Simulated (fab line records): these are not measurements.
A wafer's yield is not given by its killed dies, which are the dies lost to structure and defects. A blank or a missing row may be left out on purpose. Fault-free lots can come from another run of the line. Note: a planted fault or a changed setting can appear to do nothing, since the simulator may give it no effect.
fab line records	flow ritCmos
record: lots: 7	wafers: 21	lastDay: 7
route steps=202 shown ACTIVE@19 FOX1@20 FOX2@23 NWELL@28 M1@202
lots with no fault: from the same line, run without faults
startH: start of the lot's first displayed wafer, in hours after the record's first day	waitH: time in hours since the lot's previous step	" repeats the value in the row above	L1.1+2: a single row standing in for several wafers	- no value present, or no start provided	* or withheld: withheld	< > ~ a bound
route shown NAME@n: names a module that has steps shown in the file, with the first one's number in the route	usual: average and standard deviation across the fault-free wafers	same: alike in all rows	chamber/n: place in a boat	sites: per-site readings	_std_site: standard deviation across them	_edge_site: mean of outer sites minus mean of inner sites	radiusMm: how far each site lies from the wafer's centre	mask NAME#n: copy n	behind: the tool/chamber that last shaped the wafer	hold: reason for holding the lot/hours on hold/outcome of the hold	device: the transistor (n, p or np) that didn't switch	end of line: the route-end tests of the same wafers	a step without rows: its recipe alone	killed: count of dies lost to structure and defects at first sort (not the wafer's yield)	map: per-die view of a wafer (x killed, . not killed, _ where there is no die)
set.NAME: setting as actually run; set.NAME@STEP: the setting as run at that earlier step	model.NAME: the simulator's own value behind a step, which no gauge read
certain route steps with their lots: each step a table, each wafer a row
services: a tool's chamber out of use, with start hour (startH, from the record's first day; less than 0 if before it), hours out, and reason
== steps ==
step: RIT_ACTIVE_CLEAN_17
recipe: chemistry: SC2	mix: 3:3:50	timeS: 600	tempC: 75	dry: n2Spin
step: RIT_FOX1_OXIDATION_00
recipe: tempC: 1100	ambient: H2O	targetThkA: 3507	pH2oTorr: 720	oxTimeS: 1130
step: RIT_FOX1_THK_MEAS_01
recipe: reads: SiO2_of_FOX1_OXIDATION_00
usual: FOX1_OXIDE_THK: 349/6.2
lot.wafer	tool	chamber	startH	waitH	FOX1_OXIDE_THK[nm]
L430.3	filmMetro-03	-	55.31	0.0	353
L430.4	"	-	"	"	355
L430.6	"	-	"	"	350
L432.1	filmMetro-03	-	64.30	0.0	345
L432.5	"	-	"	"	343
L432.6	"	-	"	"	348
L438.2	filmMetro-03	-	96.09	0.0	351
L438.3	"	-	"	"	339
L438.4	"	-	"	"	352
L439.2	filmMetro-01	-	101.76	0.0	353
L439.3	"	-	"	"	349
L439.5	"	-	"	"	349
L440.1	filmMetro-04	-	104.83	0.0	346
L440.4	"	-	"	"	344
L440.6	"	-	"	"	347
L443.1	filmMetro-04	-	118.83	0.0	347
L443.2	"	-	"	"	353
L443.4	"	-	"	"	354
L445.1	filmMetro-03	-	130.00	0.0	354
L445.2	"	-	"	"	355
L445.3	"	-	"	"	349
step: RIT_FOX1_WET_ETCH_02
recipe: chemistry: BOE	targetDepthNm: 350	timeS: 390	tempC: 21.5	dry: n2Spin	dilution: 10:1	target: SiO2
step: RIT_FOX2_OXIDATION_00
recipe: tempC: 1100	ambient: H2O	targetThkA: 3507	pH2oTorr: 720	oxTimeS: 1130
step: RIT_FOX2_THK_MEAS_01
recipe: reads: SiO2_of_FOX2_OXIDATION_00
usual: FOX2_OXIDE_THK: 353/6.4
lot.wafer	tool	chamber	startH	waitH	FOX2_OXIDE_THK[nm]
L430.3	filmMetro-01	-	58.80	0.0	346
L430.4	"	-	"	"	346
L430.6	"	-	"	"	347
L432.1	filmMetro-02	-	65.79	0.0	355
L432.5	"	-	"	"	353
L432.6	"	-	"	"	353
L438.2	filmMetro-01	-	100.19	0.0	340
L438.3	"	-	"	"	342
L438.4	"	-	"	"	350
L439.2	filmMetro-01	-	106.15	0.0	354
L439.3	"	-	"	"	352
L439.5	"	-	"	"	352
L440.1	filmMetro-01	-	107.45	0.0	353
L440.4	"	-	"	"	349
L440.6	"	-	"	"	352
L443.1	filmMetro-03	-	120.32	0.0	350
L443.2	"	-	"	"	351
L443.4	"	-	"	"	353
L445.1	filmMetro-03	-	131.83	0.0	357
L445.2	"	-	"	"	360
L445.3	"	-	"	"	362
step: RIT_FOX2_CLEAN_02
recipe: chemistry: dHF	dilution: 50:1	timeS: 180
step: RIT_FOX2_WET_ETCH_03
recipe: chemistry: H3PO4	target: Si3N4	targetDepthNm: 195	tempC: 165	timeS: 2700
step: RIT_FOX2_THK_MEAS_90
recipe: reads: SiO2_of_FOX2_OXIDATION_00
usual: FIELD_OXIDE_LEFT_1_THK: 326/6.4
lot.wafer	tool	chamber	startH	waitH	FIELD_OXIDE_LEFT_1_THK[nm]
L430.3	filmMetro-03	-	59.76	0.0	319
L430.4	"	-	"	"	319
L430.6	"	-	"	"	319
L432.1	filmMetro-02	-	66.67	0.0	327
L432.5	"	-	"	"	325
L432.6	"	-	"	"	325
L438.2	filmMetro-03	-	101.07	0.0	313
L438.3	"	-	"	"	315
L438.4	"	-	"	"	323
L439.2	filmMetro-03	-	107.03	0.0	327
L439.3	"	-	"	"	325
L439.5	"	-	"	"	325
L440.1	filmMetro-01	-	108.40	0.0	326
L440.4	"	-	"	"	322
L440.6	"	-	"	"	325
L443.1	filmMetro-02	-	121.20	0.0	322
L443.2	"	-	"	"	323
L443.4	"	-	"	"	326
L445.1	filmMetro-03	-	132.78	0.0	330
L445.2	"	-	"	"	333
L445.3	"	-	"	"	334
step: RIT_NWELL_HMDS_00
recipe: primeTimeS: 61.17	primeTempC: 140
step: RIT_NWELL_COAT_01
recipe: resist: NOVOLAK	spinRpm: 2000	resistThkNm: 1300
step: RIT_NWELL_SOFTBAKE_02
recipe: resist: NOVOLAK	tempC: 90	timeS: 60
step: RIT_NWELL_EXPOSE_03
recipe: maskId: M2	na: 0.57	targetCdNm: 43900	doseMj: 250
usual: exposureDoseMJCm2: 250.05/0.24
lot.wafer	tool	chamber	startH	waitH	mask	exposureDoseMJCm2	model.NWELL.overlayXNm
L430.3	ilineStepper-01	0	60.41	0.2	M2#0	249.65	0.2727
L430.4	"	0	"	"	M2#0	249.71	0.2727
L430.6	"	0	"	"	M2#0	249.75	0.2727
L432.1	ilineStepper-02	0	67.30	0.2	M2#0	249.90	-0.2807
L432.5	"	0	"	"	M2#0	250.14	-0.2807
L432.6	"	0	"	"	M2#0	249.87	-0.2807
L438.2	ilineStepper-01	0	101.59	0.1	M2#0	250.25	1.223e+04
L438.3	"	0	"	"	M2#0	249.84	1.223e+04
L438.4	"	0	"	"	M2#0	250.29	1.223e+04
L439.2	ilineStepper-01	0	107.55	0.1	M2#0	250.28	1.223e+04
L439.3	"	0	"	"	M2#0	250.54	1.223e+04
L439.5	"	0	"	"	M2#0	250.38	1.223e+04
L440.1	ilineStepper-01	0	108.91	0.1	M2#0	249.79	1.222e+04
L440.4	"	0	"	"	M2#0	249.79	1.222e+04
L440.6	"	0	"	"	M2#0	249.69	1.222e+04
L443.1	ilineStepper-02	0	121.71	0.1	M2#0	250.16	-0.2557
L443.2	"	0	"	"	M2#0	250.63	-0.2557
L443.4	"	0	"	"	M2#0	250.42	-0.2557
L445.1	ilineStepper-02	0	133.42	0.2	M2#0	249.87	0.7558
L445.2	"	0	"	"	M2#0	250.29	0.7558
L445.3	"	0	"	"	M2#0	250.32	0.7558
step: RIT_NWELL_PEB_04
recipe: resist: NOVOLAK	tempC: withheld	timeS: withheld
step: RIT_NWELL_DEVELOP_05
recipe: resist: NOVOLAK	developTimeS: 68	devTempC: 23
step: RIT_NWELL_OVL_MEAS_06
usual: NWELL_OVL: -1.1/1.3
lot.wafer	tool	chamber	startH	waitH	hold	NWELL_OVL[nm]
L430.3	overlay-02	-	60.81	-	-	-0.4
L430.4	"	-	"	"	-	-0.6
L430.6	"	-	"	"	-	-1.6
L432.1	overlay-02	-	67.73	-	-	-0.9
L432.5	"	-	"	"	-	-0.3
L432.6	"	-	"	"	-	-1.4
L438.2	overlay-02	-	102.01	-	awaitDispo/0.2h/release	-
L438.3	"	-	"	"	awaitDispo/0.2h/release	-
L438.4	"	-	"	"	awaitDispo/0.2h/release	-
L438.2	overlay-02	-	102.21	0.2	-	-
L438.3	"	-	"	"	-	-
L438.4	"	-	"	"	-	-
L439.2	overlay-01	-	107.97	-	awaitDispo/0.2h/release	-
L439.3	"	-	"	"	awaitDispo/0.2h/release	-
L439.5	"	-	"	"	awaitDispo/0.2h/release	-
L439.2	overlay-01	-	108.17	0.2	-	-
L439.3	"	-	"	"	-	-
L439.5	"	-	"	"	-	-
L440.1	overlay-01	-	109.34	-	awaitDispo/0.2h/release	-
L440.4	"	-	"	"	awaitDispo/0.2h/release	-
L440.6	"	-	"	"	awaitDispo/0.2h/release	-
L440.1	overlay-01	-	109.54	0.2	-	-
L440.4	"	-	"	"	-	-
L440.6	"	-	"	"	-	-
L443.1	overlay-01	-	122.14	-	-	-1.6
L443.2	"	-	"	"	-	-1.9
L443.4	"	-	"	"	-	0.7
L445.1	overlay-01	-	133.85	-	-	-1.0
L445.2	"	-	"	"	-	1.7
L445.3	"	-	"	"	-	0.0
step: RIT_M1_PROBE_99
usual: defectLimitedYield: 97.5/1.1	killedAtContacts: 0.1/0.23	killedAtFrontEnd: 6.6/2.8	killedDies: 6.6/2.8	killedOpen: 3.3/2	killedShort: 3.2/1.7	sort_bin_3_pad_short: 0.1/0.18	sort_bin_5_function: 1.4/0.84	sort_bin_6_memory: 1.0/0.64	sortNPass: 257.4/2.8	sortYieldPct: 97.5/1.1
same: grossDies: 264	killed_at_M0_to_M3: 0	killed_at_M4_up: 0	killedAtBackSide: 0	killedAtOther: 0
lot.wafer	tool	chamber	startH	waitH	defectLimitedYield[%]	killedAtContacts	killedAtFrontEnd	killedDies	killedOpen	killedShort	sort_bin_3_pad_short[%]	sort_bin_5_function[%]	sort_bin_6_memory[%]	sortNPass	sortYieldPct[%]
L430.3	prober-01	-	103.03	0.2	97.7	0	6	6	3	3	0	1.9	0.4	258.0	97.7
L430.4	prober-01	-	103.08	0.2	97.3	0	7	7	5	2	0	1.1	1.5	257.0	97.3
L430.6	prober-01	-	103.18	0.2	97.7	0	6	6	2	4	0	1.5	0.8	258.0	97.7
L432.1	prober-02	-	105.01	0.1	97.0	0	8	8	4	3	0	0.8	2.3	256.0	97.0
L432.5	prober-02	-	105.21	0.2	98.9	0	3	3	0	3	0	0.8	0.4	261.0	98.9
L432.6	prober-02	-	105.26	0.2	95.5	0	12	12	6	5	0.4	1.9	2.3	252.0	95.5
L443.1	prober-02	-	159.33	0.1	96.6	0	9	9	6	3	0	2.7	0.8	255.0	96.6
L443.2	prober-02	-	159.38	0.1	98.1	0	5	5	1	3	0.4	0.8	0.8	259.0	98.1
L443.4	prober-02	-	159.48	0.2	95.8	0	11	11	4	7	0.8	1.9	1.5	253.0	95.8
L445.1	prober-02	-	172.94	0.1	97.0	1	7	8	4	4	0	1.1	1.9	256.0	97.0
L445.2	prober-02	-	172.99	0.1	98.5	0	4	4	1	3	0	1.1	0.4	260.0	98.5
L445.3	prober-02	-	173.04	0.2	96.6	0	9	9	3	6	0	2.3	1.1	255.0	96.6
killed by level:class
L430.3 GATE:geometricParticle:short=2 FOX1:geometricParticle:open=1 FOX2:geometricParticle:short=1 GATE:geometricParticle:open=1 SILICIDE:geometricParticle:open=1
L430.4 GATE:geometricParticle:short=2 REOX:geometricParticle:open=2 GATE:geometricParticle:open=1 SPACER:geometricParticle:open=1 SILICIDE:geometricParticle:open=1
L430.6 GATE:geometricParticle:short=3 FOX1:geometricParticle:short=1 SPACER:geometricParticle:open=1 SILICIDE:geometricParticle:open=1
L432.1 GATE:geometricParticle:open=2 SPACER:geometricParticle:open=2 FOX1:geometricParticle:short=1 REOX:geometricParticle:short=1 SPACER:geometricParticle:short=1 NSD:coatMicrobubblePrinted=1
L432.5 GATE:geometricParticle:short=3
L432.6 GATE:geometricParticle:short=4 GATE:geometricParticle:open=3 FOX2:geometricParticle:open=2 FOX1:geometricParticle:open=1 FOX2:geometricParticle:short=1 NSD:coatMicrobubblePrinted=1
L443.1 SPACER:geometricParticle:open=3 SPACER:geometricParticle:short=2 FOX1:geometricParticle:open=1 GATE:geometricParticle:short=1 GATE:geometricParticle:open=1 REOX:geometricParticle:open=1
L443.2 GATE:geometricParticle:short=1 SPACER:geometricParticle:short=1 SPACER:geometricParticle:open=1 SILICIDE:geometricParticle:short=1 NRETRO:coatMicrobubblePrinted=1
L443.4 GATE:geometricParticle:short=3 GATE:geometricParticle:open=2 SPACER:geometricParticle:short=2 FOX1:geometricParticle:short=1 FOX1:geometricParticle:open=1 SILICIDE:geometricParticle:short=1 SILICIDE:geometricParticle:open=1
L445.1 GATE:geometricParticle:open=2 REOX:geometricParticle:short=2 FOX1:geometricParticle:open=1 FOX2:geometricParticle:short=1 GATE:geometricParticle:short=1 CONTACT:geometricParticle:open=1
L445.2 SILICIDE:geometricParticle:short=2 FOX1:geometricParticle:open=1 GATE:geometricParticle:short=1
L445.3 GATE:geometricParticle:short=2 REOX:geometricParticle:short=2 FOX1:geometricParticle:short=1 FOX2:geometricParticle:open=1 GATE:geometricParticle:open=1 SILICIDE:geometricParticle:short=1 SILICIDE:geometricParticle:open=1
== services ==
tool	chamber	startH	hours	kind
ilineStepper-01	-	47.78	4.4	pm
ilineStepper-02	0	60.51	-	calibration
ilineStepper-01	0	70.12	-	calibration
ilineStepper-02	-	71.35	1.7	pm
ilineStepper-01	-	96.26	3.8	repair
ilineStepper-02	-	112.83	4.4	pm
== key ==
firstSign: step: RIT_NWELL_OVL_MEAS_06	reading: visit	direction: added
effect: step: RIT_NWELL_OVL_MEAS_06	reading: hold	direction: added
modelEffect: step: RIT_NWELL_EXPOSE_03	value: NWELL.overlayXNm	without: 0.09517	struck: 1.223e+04
metAt RIT_NWELL_EXPOSE_03
struckWafers L438.2,L438.3,L438.4,L439.2,L439.3,L439.5,L440.1,L440.4,L440.6
scrappedBehind RIT_NWELL_OVL_MEAS_06 L438.2,L438.3,L438.4,L439.2,L439.3,L439.5,L440.1,L440.4,L440.6
onsetBetween 60.41 101.59
fault: kind: scannerMatchingOverlay	tool: ilineStepper-01	chamber: -	onsetH: 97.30	steps: RIT_NWELL_EXPOSE_03	offset: 12225
